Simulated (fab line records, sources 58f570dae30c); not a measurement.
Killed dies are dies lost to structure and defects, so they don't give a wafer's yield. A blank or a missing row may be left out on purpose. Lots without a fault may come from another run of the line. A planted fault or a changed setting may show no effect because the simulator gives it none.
fab line records | flow berkeley_cmos170
record lots=7 wafers=21 last_day=12
route steps=331 shown SPACER@172 PSD@175 NSD@187
lots that met no fault: from a run of the same line without faults
start_h: hours from the record's first day to the start of the lot's first wafer shown | wait_h: hours since the lot's step before | " the same as in the row above | L1.1+2: a row that stands for several wafers | - no value, or no start given | * or withheld: withheld | < > ~ a bound
route shown NAME@n: a module of which the file shows steps, and the number in the route of the first | usual: mean/standard deviation of fault-free wafers | same: alike in all rows | chamber/n: place in a boat | sites: the reading at each site | _std_site: their standard deviation | _edge_site: outer sites' mean less inner sites' | radius_mm: how far each site lies from the wafer's centre | mask NAME#n: copy n | behind: the tool/chamber that last shaped the wafer | hold: why the lot was held/for how many hours/how that ended | device: the transistor (n, p or np) that didn't switch | end of line: the same wafers' tests at the end of the route | a step without rows: its recipe alone | killed: dies lost to structure and defects at the first sort, not the wafer's yield | map: a wafer's dies, x killed, . not, _ none there
set.NAME: the setting as run; set.NAME@STEP: as run at that earlier step | model.NAME: the simulator's own value behind a step, which no gauge read
lots at some steps of the route; a table a step, a row a wafer
services: from which hour (start_h, from the record's first day; less than 0 if before it) a tool's chamber was out of use, for how many hours, and why
## steps
# step UCB170_SPACER_THK_MEAS_01
# recipe reads=SiO2_of_SPACER_CVD_00
# usual SPACER_TEOS_THK=376/5.2
# columns lot.wafer tool chamber start_h wait_h SPACER_TEOS_THK[nm]
L768.2 film_metro-04 - 167.33 0.0 365
L768.4 " - " " 380
L768.5 " - " " 380
L771.3 film_metro-04 - 188.78 0.0 382
L771.5 " - " " 383
L771.6 " - " " 387
L779.1 film_metro-04 - 226.03 0.0 374
L779.2 " - " " 368
L779.4 " - " " 369
L782.1 film_metro-04 - 246.84 0.0 371
L782.4 " - " " 372
L782.6 " - " " 376
L783.2 film_metro-03 - 248.05 0.0 373
L783.4 " - " " 376
L783.5 " - " " 374
L785.1 film_metro-03 - 249.01 0.0 374
L785.2 " - " " 378
L785.6 " - " " 376
L781.1 film_metro-01 - 249.23 0.0 375
L781.2 " - " " 372
L781.4 " - " " 378
# step UCB170_SPACER_ANNEAL_02
# recipe temp_c=900 time_s=1800 ambient=N2
# step UCB170_SPACER_ETCHBACK_03
# recipe stop_on=Si target=SiO2 chemistry=CHF3/CF4/Ar CHF3_flow_sccm=50 cf4_flow_sccm=10 Ar_flow_sccm=120 pressure_mtorr=200 rf_w=500 target_depth_a=3760 time_s=100
# usual drypump_motor_current_A=5.8/0.33 oes_product_au=0.903/0.015 throttle_valve_pct=6.46/0.12
# columns lot.wafer tool chamber start_h wait_h drypump_motor_current_A oes_product_au rf_hours_counter_h throttle_valve_pct
L768.2 rie_diel-04 1 173.83 0.0 5.2 0.891 7 6.40
L768.4 " 1 " " 5.2 0.919 - 6.40
L768.5 " 0 " " 6.5 0.931 - 6.31
L771.3 rie_diel-02 0 192.91 0.1 5.8 0.913 16 6.51
L771.5 " 3 " " 6.1 0.899 - 6.62
L771.6 " 0 " " 5.8 0.914 - 6.50
L779.1 rie_diel-03 0 230.66 0.0 5.9 0.908 22 6.45
L779.2 " 2 " " 5.6 0.912 62 6.29
L779.4 " 3 " " 5.6 0.881 98 6.28
L783.2 rie_diel-03 1 253.19 0.0 5.9 0.897 13 6.61
L783.4 " 3 " " 5.5 0.884 - 6.30
L783.5 " 0 " " 5.9 0.900 - 6.45
L785.1 rie_diel-04 2 253.19 0.0 5.6 0.896 17 6.60
L785.2 " 1 " " 5.2 0.917 11 6.39
L785.6 " 3 " " 6.0 0.883 - 6.49
L781.1 rie_diel-03 0 253.27 0.1 5.9 0.908 24 6.46
L781.2 " 3 " " 5.5 0.888 99 6.28
L781.4 " 0 " " 5.9 0.908 - 6.46
L782.1 rie_diel-02 2 253.27 0.1 6.2 0.892 78 6.45
L782.4 " 3 " " 6.1 0.892 - 6.63
L782.6 " 0 " " 5.8 0.906 - 6.51
# step UCB170_PSD_HMDS_00
# recipe prime_time_s=60 prime_temp_c=100
# step UCB170_PSD_COAT_01
# recipe resist=KrF spin_rpm=1500 resist_thk_nm=900
# step UCB170_PSD_SOFTBAKE_02
# recipe resist=KrF temp_c=130 time_s=60
# step UCB170_PSD_EXPOSE_03
# recipe mask_id=PSELECT_MOD na=0.5 sigma_outer=0.6 source_shape=conventional target_cd_nm=1200 dose_mj=30
# step UCB170_PSD_PEB_04
# recipe peb_temp_c=130 peb_time_s=withheld resist=KrF
# step UCB170_PSD_DEVELOP_05
# recipe developer=TMAH develop_time_s=45 resist=KrF dev_temp_c=21
# step UCB170_PSD_CD_MEAS_06
# recipe target_cd_nm=1200
# usual cd_nm=1199.6/1.3
# columns lot.wafer tool chamber start_h wait_h cd_nm
L768.2 cd_sem-01 - 175.12 - 1198.2
L768.4 " - " " 1198.5
L768.5 " - " " 1198.6
L771.3 cd_sem-01 - 194.70 - 1196.7
L771.5 " - " " 1198.9
L771.6 " - " " 1199.2
L779.1 cd_sem-01 - 232.32 - 1197.5
L779.2 " - " " 1198.7
L779.4 " - " " 1199.5
L783.2 cd_sem-02 - 254.74 - 1199.0
L783.4 " - " " 1200.3
L783.5 " - " " 1198.7
L785.1 cd_sem-01 - 255.02 - 1196.9
L785.2 " - " " 1198.8
L785.6 " - " " 1197.1
L782.1 cd_sem-01 - 255.41 - 1200.0
L782.4 " - " " 1199.7
L782.6 " - " " 1199.6
L781.1 cd_sem-02 - 255.54 - 1199.6
L781.2 " - " " 1201.9
L781.4 " - " " 1200.2
# step UCB170_PSD_OVL_MEAS_07
# usual PSD_OVL=0/6.1
# columns lot.wafer tool chamber start_h wait_h PSD_OVL[nm]
L768.2 overlay-01 - 175.23 0.1 -10
L768.4 " - " " -4
L768.5 " - " " -6
L771.3 overlay-02 - 194.80 0.1 -2
L771.5 " - " " 2
L771.6 " - " " -4
L779.1 overlay-01 - 232.44 0.1 -5
L779.2 " - " " -4
L779.4 " - " " -1
L783.2 overlay-02 - 254.84 0.1 0
L783.4 " - " " -2
L783.5 " - " " 6
L785.1 overlay-02 - 255.14 0.1 1
L785.2 " - " " 6
L785.6 " - " " -6
L782.1 overlay-02 - 255.53 0.1 5
L782.4 " - " " 5
L782.6 " - " " 7
L781.1 overlay-02 - 255.66 0.1 0
L781.2 " - " " -1
L781.4 " - " " -1
# step UCB170_PSD_IMPLANT_08
# recipe species=B dose_cm2=3e+15 energy_kev=20 tilt_deg=7
# step UCB170_PSD_STRIP_09
# recipe chemistry=O2 power_w=400 pressure_mtorr=3500 platen_temp_c=withheld o2_flow_sccm=400 overash_fraction=0.5
# usual chamber_pressure_mTorr=3500/3.2 drypump_motor_current_A=5.7/0.3 oes_product_au=0.599/0.0043 strip_time_to_endpoint_s=29.41/0.09
# columns lot.wafer tool chamber start_h wait_h chamber_pressure_mTorr drypump_motor_current_A oes_product_au rf_hours_counter_h strip_time_to_endpoint_s model.KrF_of_PSD_COAT_01.thk_nm
L768.2 plasma_asher-04 0 175.41 0.1 3499 5.6 0.604 38 29.37 0
L768.4 " 1 " " 3507 6.0 0.593 - 29.25 0
L768.5 " 0 " " 3498 5.6 0.602 - 29.29 0
L771.3 plasma_asher-04 1 195.15 0.2 3500 6.0 0.597 - 29.26 0
L771.5 " 1 " " 3502 6.0 0.602 - 29.26 0
L771.6 " 0 " " 3503 5.6 0.608 - 29.20 0
L779.1 plasma_asher-02 0 232.63 0.1 - - - - - 887.5
L779.2 " 1 " " - - - - - 886.2
L779.4 " 0 " " - - - - - 885.4
L783.2 plasma_asher-04 1 255.02 0.1 - - - - - 888.9
L783.4 " 1 " " - - - - - 891.1
L783.5 " 1 " " - - - - - 888.5
L785.1 plasma_asher-01 0 255.32 0.1 - - - - - 885.3
L785.2 " 1 " " - - - - - 884.7
L785.6 " 0 " " - - - - - 885.6
L782.1 plasma_asher-04 1 255.72 0.1 3502 6.0 0.600 47 29.53 0
L782.4 " 0 " " 3500 5.6 0.594 - 29.63 0
L782.6 " 0 " " 3500 5.6 0.599 - 29.53 0
L781.1 plasma_asher-01 1 255.85 0.1 3499 5.9 0.594 56 29.48 0
L781.2 " 0 " " 3504 6.0 0.599 56 29.41 0
L781.4 " 1 " " 3501 5.9 0.597 - 29.37 0
# step UCB170_PSD_TW_MEAS_10
# usual PSD_TW=2330/17
# columns lot.wafer tool chamber start_h wait_h PSD_TW
L768.2 film_metro-01 - 175.52 0.1 2327
L768.4 " - " " 2323
L768.5 " - " " 2328
L771.3 film_metro-03 - 195.24 0.1 2345
L771.5 " - " " 2337
L771.6 " - " " 2342
L779.1 film_metro-01 - 232.73 0.1 2329
L779.2 " - " " 2330
L779.4 " - " " 2327
L783.2 film_metro-02 - 255.13 0.1 2306
L783.4 " - " " 2303
L783.5 " - " " 2310
L785.1 film_metro-03 - 255.42 0.1 2347
L785.2 " - " " 2350
L785.6 " - " " 2346
L782.1 film_metro-03 - 255.82 0.1 2333
L782.4 " - " " 2348
L782.6 " - " " 2346
L781.1 film_metro-03 - 255.95 0.1 2340
L781.2 " - " " 2340
L781.4 " - " " 2349
# step UCB170_PSD_CLEAN_11
# recipe chemistry=SPM temp_c=120 time_s=600
# step UCB170_NSD_HMDS_00
# recipe prime_time_s=60 prime_temp_c=100
# step UCB170_NSD_COAT_01
# recipe resist=KrF spin_rpm=1500 resist_thk_nm=900
# step UCB170_NSD_SOFTBAKE_02
# recipe resist=KrF temp_c=130 time_s=60
# step UCB170_NSD_EXPOSE_03
# recipe mask_id=NSELECT_MOD na=0.5 sigma_outer=0.6 source_shape=conventional target_cd_nm=1200 dose_mj=30
# step UCB170_NSD_PEB_04
# recipe peb_temp_c=130 peb_time_s=withheld resist=KrF
# step UCB170_NSD_DEVELOP_05
# recipe developer=TMAH develop_time_s=45 resist=KrF dev_temp_c=21
# step UCB170_NSD_CD_MEAS_06
# recipe target_cd_nm=1200
# usual cd_nm=1199.9/1.4
# columns lot.wafer tool chamber start_h wait_h cd_nm
L768.2 cd_sem-02 - 179.47 - 1198.2
L768.4 " - " " 1198.7
L768.5 " - " " 1198.8
L771.3 cd_sem-02 - 197.04 - 1202.8
L771.5 " - " " 1202.7
L771.6 " - " " 1202.9
L779.1 cd_sem-02 - 237.89 - 1200.5
L779.2 " - " " 1201.2
L779.4 " - " " 1201.1
L783.2 cd_sem-02 - 256.63 - 1201.9
L783.4 " - " " 1200.3
L783.5 " - " " 1199.4
L785.1 cd_sem-01 - 256.88 - 1201.1
L785.2 " - " " 1199.5
L785.6 " - " " 1197.3
L782.1 cd_sem-02 - 257.44 - 1199.7
L782.4 " - " " 1198.9
L782.6 " - " " 1199.4
L781.1 cd_sem-02 - 257.68 - 1199.4
L781.2 " - " " 1199.8
L781.4 " - " " 1199.6
# step UCB170_NSD_OVL_MEAS_07
# usual NSD_OVL=-1/5.3
# columns lot.wafer tool chamber start_h wait_h NSD_OVL[nm]
L768.2 overlay-01 - 179.57 0.1 -2
L768.4 " - " " -5
L768.5 " - " " 2
L771.3 overlay-02 - 197.14 0.1 9
L771.5 " - " " 6
L771.6 " - " " 4
L779.1 overlay-02 - 238.01 0.1 7
L779.2 " - " " -6
L779.4 " - " " -5
L783.2 overlay-02 - 256.74 0.1 -2
L783.4 " - " " -9
L783.5 " - " " -10
L785.1 overlay-02 - 257.00 0.1 -6
L785.2 " - " " -6
L785.6 " - " " -10
L782.1 overlay-02 - 257.56 0.1 9
L782.4 " - " " 7
L782.6 " - " " -2
L781.1 overlay-01 - 257.80 0.1 -4
L781.2 " - " " -1
L781.4 " - " " -9
# step UCB170_NSD_IMPLANT_08
# recipe species=P dose_cm2=3e+15 energy_kev=40 tilt_deg=7
# step UCB170_NSD_STRIP_09
# recipe chemistry=O2 power_w=400 pressure_mtorr=3500 platen_temp_c=withheld o2_flow_sccm=400 overash_fraction=0.5
# usual chamber_pressure_mTorr=3500/3.2 drypump_motor_current_A=5.4/0.37 oes_product_au=0.533/0.0041 strip_time_to_endpoint_s=35.85/0.063
# columns lot.wafer tool chamber start_h wait_h chamber_pressure_mTorr drypump_motor_current_A oes_product_au rf_hours_counter_h strip_time_to_endpoint_s
L768.2 plasma_asher-04 0 179.75 0.1 3501 5.7 0.528 38 35.91
L768.4 " 1 " " 3500 6.0 0.533 - 35.87
L768.5 " 0 " " 3503 5.6 0.544 - 35.80
L771.3 plasma_asher-03 0 197.34 0.1 3498 4.8 0.538 - 35.83
L771.5 " 1 " " 3505 5.6 0.543 - 35.81
L771.6 " 0 " " 3499 4.8 0.531 - 35.85
L779.1 plasma_asher-02 1 238.19 0.1 3498 5.1 0.622 49 61.99
L779.2 " 0 " " 3504 5.6 0.617 49 61.95
L779.4 " 0 " " 3501 5.6 0.625 - 62.06
L783.2 plasma_asher-04 1 256.92 0.1 3497 6.0 0.614 47 62.09
L783.4 " 1 " " 3502 6.0 0.621 - 62.22
L783.5 " 1 " " 3499 6.0 0.623 - 62.24
L785.1 plasma_asher-03 1 257.19 0.1 3503 5.6 0.615 15 62.06
L785.2 " 0 " " 3497 4.8 0.616 15 62.01
L785.6 " 0 " " 3499 4.8 0.619 - 62.00
L782.1 plasma_asher-04 1 257.75 0.1 3503 6.0 0.534 47 35.85
L782.4 " 0 " " 3495 5.6 0.535 - 35.90
L782.6 " 1 " " 3503 6.0 0.531 - 35.92
L781.1 plasma_asher-03 0 257.99 0.1 3498 4.8 0.532 15 35.97
L781.2 " 1 " " 3504 5.6 0.530 15 35.94
L781.4 " 0 " " 3503 4.8 0.539 - 35.91
# step UCB170_NSD_TW_MEAS_10
# usual NSD_TW=4179/30
# columns lot.wafer tool chamber start_h wait_h NSD_TW
L768.2 film_metro-01 - 179.86 0.1 4183
L768.4 " - " " 4175
L768.5 " - " " 4182
L771.3 film_metro-01 - 197.43 0.1 4174
L771.5 " - " " 4179
L771.6 " - " " 4164
L779.1 film_metro-02 - 238.29 0.1 30
L779.2 " - " " 30
L779.4 " - " " 30
L783.2 film_metro-01 - 257.03 0.1 30
L783.4 " - " " 30
L783.5 " - " " 30
L785.1 film_metro-02 - 257.29 0.1 30
L785.2 " - " " 30
L785.6 " - " " 30
L782.1 film_metro-02 - 257.85 0.1 4170
L782.4 " - " " 4150
L782.6 " - " " 4179
L781.1 film_metro-01 - 258.09 0.1 4162
L781.2 " - " " 4162
L781.4 " - " " 4137
# step UCB170_NSD_CLEAN_11
# recipe chemistry=SPM temp_c=120 time_s=600
## services
# columns tool chamber start_h hours kind
plasma_asher-03 - 152.87 0.6 repair
rie_diel-04 0 153.71 - clean
rie_diel-04 0 153.71 12.1 scheduled_down
rie_diel-04 0 153.71 12.1 vent_cycle
rie_diel-03 0 162.03 13.4 repair
rie_diel-04 3 166.77 12.3 repair
rie_diel-02 3 186.09 5.8 repair
rie_diel-04 3 190.22 3.0 repair
rie_diel-02 3 195.45 7.5 repair
rie_diel-04 - 202.80 2.8 pm
rie_diel-04 0 218.25 24.4 repair
plasma_asher-03 - 233.96 5.4 repair
rie_diel-04 - 234.53 1.0 repair
plasma_asher-04 - 238.41 0.7 repair
rie_diel-03 1 239.10 4.1 repair
rie_diel-02 1 247.23 30.3 repair
rie_diel-04 0 252.94 8.3 repair
## key
first_sign step=UCB170_PSD_STRIP_09 reading=tool_record direction=missing
effect step=UCB170_NSD_STRIP_09 reading=strip_time_to_endpoint_s direction=up sigmas=99+ usual=* struck=*
effect step=UCB170_NSD_TW_MEAS_10 reading=NSD_TW direction=down sigmas=99+ usual=4179 struck=30
model_effect step=UCB170_PSD_STRIP_09 value=KrF_of_PSD_COAT_01.thk_nm without=0 struck=887
met_at UCB170_PSD_STRIP_09
struck_wafers L779.1,L779.2,L779.4,L783.2,L783.4,L783.5,L785.1,L785.2,L785.6
sort_left_out L779.1,L779.2,L779.4,L783.2,L783.4,L783.5,L785.1,L785.2,L785.6
tester_left_out L779,L783,L785
onset_between 195.15 232.63
fault kind=skipped_step_whole tool=plasma_asher-01,plasma_asher-02,plasma_asher-04 chamber=- onset_h=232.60 steps=UCB170_PSD_STRIP_09 scope=struck_lots_only
# tester_left_out: of these lots the tester's yield and bins aren't shown, on N5 and GAA mostly nor the transistor test; their killed dies are dies lost to structure and defects alone, not to doping, threshold or leakage, so they don't give the yield
# sort_left_out: the simulated sort isn't trusted on such a fault, so these wafers' sort isn't shown, and their yield isn't known
